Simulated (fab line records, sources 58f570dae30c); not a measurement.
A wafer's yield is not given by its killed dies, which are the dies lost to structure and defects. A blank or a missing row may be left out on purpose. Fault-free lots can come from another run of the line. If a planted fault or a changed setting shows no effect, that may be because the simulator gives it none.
The tool behind it: which one?	flow berkeley cmos170	15 lots with 45 wafers sampled at 5 steps, on a route of 331 steps

## WHAT EACH GAUGE READ, for each wafer
UCB170_NWELL_THK_MEAS_05. Usual: NWELL_NITRIDE_THK gives 226.3 nm (standard deviation 2.1).
lot	measured	on	NWELL_NITRIDE_THK (nm)	flag
L729	day 2 06:23	film metro-03	224.0 223.6 222.9	
L731	day 2 15:40	film metro-03	223.5 224.9 224.2	
L733	day 3 01:49	film metro-03	227.1 228.8 229.2	
L734	day 3 05:41	film metro-02	225.9 226.3 224.8	
L735	day 3 11:51	film metro-01	225.2 226.7 226.8	
L737	day 3 21:47	film metro-01	225.0 225.6 226.0	
L738	day 4 04:05	film metro-02	227.1 225.1 228.0	
L739	day 4 11:22	film metro-02	226.4 226.0 225.0	
L740	day 4 17:35	film metro-03	226.4 225.7 226.5	
L744	day 5 12:19	film metro-01	225.9 226.9 228.2	
L746	day 5 20:05	film metro-02	227.4 228.0 228.4	
L748	day 6 07:43	film metro-02	223.1 223.4 223.6	
L749	day 6 08:44	film metro-02	226.6 224.8 227.1	
L750	day 6 15:58	film metro-01	223.9 224.4 224.6	
L752	day 7 00:33	film metro-02	222.7 223.1 224.4	

UCB170_NVT_OVL_MEAS_06. Usual: NVT_OVL gives -1 nm (standard deviation 5.4).
lot	measured	on	NVT_OVL (nm)	flag
L729	day 5 22:01	overlay-02	-2 2 10	
L731	day 5 21:44	overlay-01	5 2 5	
L733	day 6 09:31	overlay-02	-1 2 4	
L734	day 6 09:17	overlay-01	-1 -14 1	
L735	day 7 04:54	overlay-01	-8 -4 -8	
L737	day 7 09:12	overlay-01	0 7 1	
L738	day 7 08:58	overlay-02	9 5 -3	
L739	day 7 20:50	overlay-01	-1 -1 -9	
L740	day 8 04:53	overlay-02	-4 5 -4	
L744	day 8 18:52	overlay-01	-3 -7 -7	
L746	day 9 10:52	overlay-01	-8 4 -5	
L748	day 10 05:01	overlay-02	2 -14 -3	
L749	day 10 05:16	overlay-01	1 -5 -1	
L750	day 10 05:23	overlay-02	-7 -4 4	
L752	day 10 11:48	overlay-02	0 9 6	

UCB170_GATE_CD_MEAS_12: target cd 350 nm. Usual: cd nm 350.2 nm, standard deviation 1.4.
lot	measured	on	cd nm (nm)	flag
L729	day 6 14:51	cd sem-01	349.1 347.9 348.6	
L731	day 6 13:56	cd sem-02	352.3 352.0 351.4	
L733	day 7 03:14	cd sem-02	349.9 347.8 349.3	
L734	day 7 02:59	cd sem-01	349.2 350.2 350.0	
L735	day 7 21:34	cd sem-01	352.3 351.3 352.6	
L737	day 8 02:40	cd sem-01	347.4 348.7 349.2	
L738	day 8 02:56	cd sem-02	351.2 351.0 351.9	
L739	day 8 13:38	cd sem-02	348.2 348.0 347.8	
L740	day 8 20:10	cd sem-01	351.6 350.9 352.6	
L744	day 9 13:29	cd sem-01	351.7 352.7 352.6	
L746	day 10 03:09	cd sem-02	350.4 351.7 352.1	
L748	day 10 17:08	cd sem-02	343.7 345.0 338.7	OFF
L749	day 10 16:50	cd sem-02	346.8 333.0 346.6	OFF
L750	day 10 16:35	cd sem-01	344.0 343.7 333.0	OFF
L752	day 11 02:23	cd sem-02	351.5 351.2 351.8	

UCB170_NSD_OVL_MEAS_07. Usual: NSD_OVL gives 1 nm (standard deviation 5.7).
lot	measured	on	NSD_OVL (nm)	flag
L729	day 7 08:29	overlay-02	6 5 1	
L731	day 7 08:22	overlay-01	4 -9 -8	
L733	day 7 14:29	overlay-01	3 8 9	
L734	day 7 14:44	overlay-01	1 0 0	
L735	day 8 10:11	overlay-02	-5 3 -6	
L737	day 8 15:16	overlay-02	-4 5 -6	
L738	day 8 15:35	overlay-01	-6 -4 1	
L739	day 9 03:25	overlay-02	-1 -10 -3	
L740	day 9 09:46	overlay-01	0 4 0	
L744	day 10 05:46	overlay-01	2 7 8	
L746	day 10 14:24	overlay-02	1 7 -4	
L748	day 11 06:28	overlay-02	3 8 5	
L749	day 11 06:21	overlay-01	-4 6 -6	
L750	day 11 06:32	overlay-01	-1 5 -1	
L752	day 11 17:25	overlay-01	4 -3 2	

## WHICH TOOL RAN EACH LOT (tool, then ch and the chambers of the sampled wafers, then the start)
lot	UCB170_GATE_EXPOSE_09
L729	krf scanner-02 ch 0, day 6 13:57
L731	krf scanner-02 ch 0, day 6 13:20
L733	krf scanner-01 ch 0, day 7 02:48
L734	krf scanner-02 ch 0, day 7 02:36
L735	krf scanner-02 ch 0, day 7 21:11
L737	krf scanner-01 ch 0, day 8 02:13
L738	krf scanner-02 ch 0, day 8 02:32
L739	krf scanner-01 ch 0, day 8 12:47
L740	krf scanner-01 ch 0, day 8 19:44
L744	krf scanner-01 ch 0, day 9 12:53
L746	krf scanner-02 ch 0, day 10 02:07
L748	krf scanner-02 ch 0, day 10 16:26
L749	krf scanner-02 ch 0, day 10 16:17
L750	krf scanner-02 ch 0, day 10 16:11
L752	krf scanner-01 ch 0, day 11 01:59
- UCB170_GATE_EXPOSE_09: exposes mask POLY, target cd 350 nm.

## AS READ BY THE TOOLS THEMSELVES (means over the sampled wafers that have a number; for cases with no such wafer, the mark the record gives instead)
UCB170_GATE_EXPOSE_09. Usual: exposure dose mJ cm2 21.149, standard deviation 0.02.
lot	tool	exposure dose mJ cm2	flag
L729	krf scanner-02	21.145	
L731	krf scanner-02	21.151	
L733	krf scanner-01	21.166	
L734	krf scanner-02	21.148	
L735	krf scanner-02	21.165	
L737	krf scanner-01	21.154	
L738	krf scanner-02	21.168	
L739	krf scanner-01	21.139	
L740	krf scanner-01	21.146	
L744	krf scanner-01	21.117	
L746	krf scanner-02	21.163	
L748	krf scanner-02	21.146	
L749	krf scanner-02	21.131	
L750	krf scanner-02	21.147	
L752	krf scanner-01	21.156	

## THE ANSWER, worked out from the rows above alone
Rule: take the mean of a lot's wafers that have a number; if it is more than 3 standard deviations from the usual mean, the lot is off. Also off: a lot with no number at a reading for which 4 or more lots have one. Where the step has rows for the other lots, those lots are counted as sound. First the gauges in route order, then the tools' own readings, where a lot's mean is used as printed above. The first step at which some lot is off is used, and at that step the reading that is off furthest; a lot without a number counts as furthest.
Off: L748, L749, L750, at UCB170_GATE_CD_MEAS_12 (cd nm).
If a tool, at a process step before that reading, ran all the lots that are off and no sound lot after the first of them, it fits. Gauges at UCB170_GATE_CD_MEAS_12: tried the same way as those tools. One candidate fits, namely krf scanner-02 at UCB170_GATE_EXPOSE_09. Its last sound lot is L746 (day 10 02:07), its first lot that is off L750 (day 10 16:11): a fault that began between those two fits.

## WHAT THE SIMULATOR HAD INSERTED
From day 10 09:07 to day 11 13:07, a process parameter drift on krf scanner-02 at UCB170_GATE_EXPOSE_09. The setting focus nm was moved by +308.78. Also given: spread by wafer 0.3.
Lots struck among those shown: L748, L749, L750. Same finding as the rule above.
